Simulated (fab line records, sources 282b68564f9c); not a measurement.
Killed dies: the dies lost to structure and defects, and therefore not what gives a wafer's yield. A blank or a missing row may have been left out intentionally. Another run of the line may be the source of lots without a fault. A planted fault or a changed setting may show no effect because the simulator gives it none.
Which of the tools did it? | flow ritCmos | 6 lots with 18 wafers sampled at 2 steps, on a route of 202 steps

## WHAT THE GAUGES READ, wafer by wafer
RIT_SDANNEAL_RS_MEAS_04: a four-point-probe measurement.
lot  | measured    | on           | PSD_RS (ohm/sq)
L996 | day 3 07:57 | filmMetro-01 | 115.74 115.64 115.87
L998 | day 3 20:16 | filmMetro-03 | 115.52 115.79 115.74
L103 | day 4 18:20 | filmMetro-02 | 112.16 112.48 112.60
L109 | day 5 22:41 | filmMetro-01 | 115.66 115.41 115.44
L113 | day 6 19:01 | filmMetro-01 | 115.64 116.24 115.89
L117 | day 7 15:56 | filmMetro-02 | 115.83 116.16 116.10

## TOOL THAT RAN EACH LOT (tool first, then ch and the chambers of the sampled wafers, then the start)
lot  | RIT_SDANNEAL_RTA_03
L996 | rtpAnneal-01 ch 0, day 3 07:53
L998 | rtpAnneal-01 ch 0, day 3 20:11
L103 | rtpAnneal-02 ch 0, day 4 18:16
L109 | rtpAnneal-01 ch 0, day 5 22:37
L113 | rtpAnneal-01 ch 0, day 6 18:58
L117 | rtpAnneal-01 ch 0, day 7 15:51
- RIT_SDANNEAL_RTA_03: time 5 s.

## THE ANSWER, worked out from the rows above alone
Rule: usual is defined by the lots themselves. Put in order of their means at a reading, lots are off if they are a third of the lots or fewer, leave a main group of 4 or more, and stand apart from it by a gap of 3 or more times the standard deviation of the main group's means; of several such gaps the widest counts. A main group whose means are all the same, to the digits that the tables above print for the reading, isn't used. A lot without any number at a reading at which 4 lots or more have one is off too. Where the step has rows for the other lots, those lots are counted as sound.
Off: at RIT_SDANNEAL_RS_MEAS_04 (PSD_RS), L103. For the main group the mean is 115.78 ohm/sq and the standard deviation 0.18.
A tool fits if, at a process step before that reading, it ran every lot that is off, and no sound lot after the first of them. The gauges at RIT_SDANNEAL_RS_MEAS_04 are tried like those tools. One fits: rtpAnneal-02 at RIT_SDANNEAL_RTA_03. It ran no sound lot before its first lot that is off in this sample, so the start can't be narrowed down.

## WHAT THE SIMULATOR HAD INSERTED
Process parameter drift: rtpAnneal-02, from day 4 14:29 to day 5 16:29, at RIT_SDANNEAL_RTA_03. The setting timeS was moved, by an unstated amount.
Shown lots that were struck: L103. The rule given above showed the same thing.
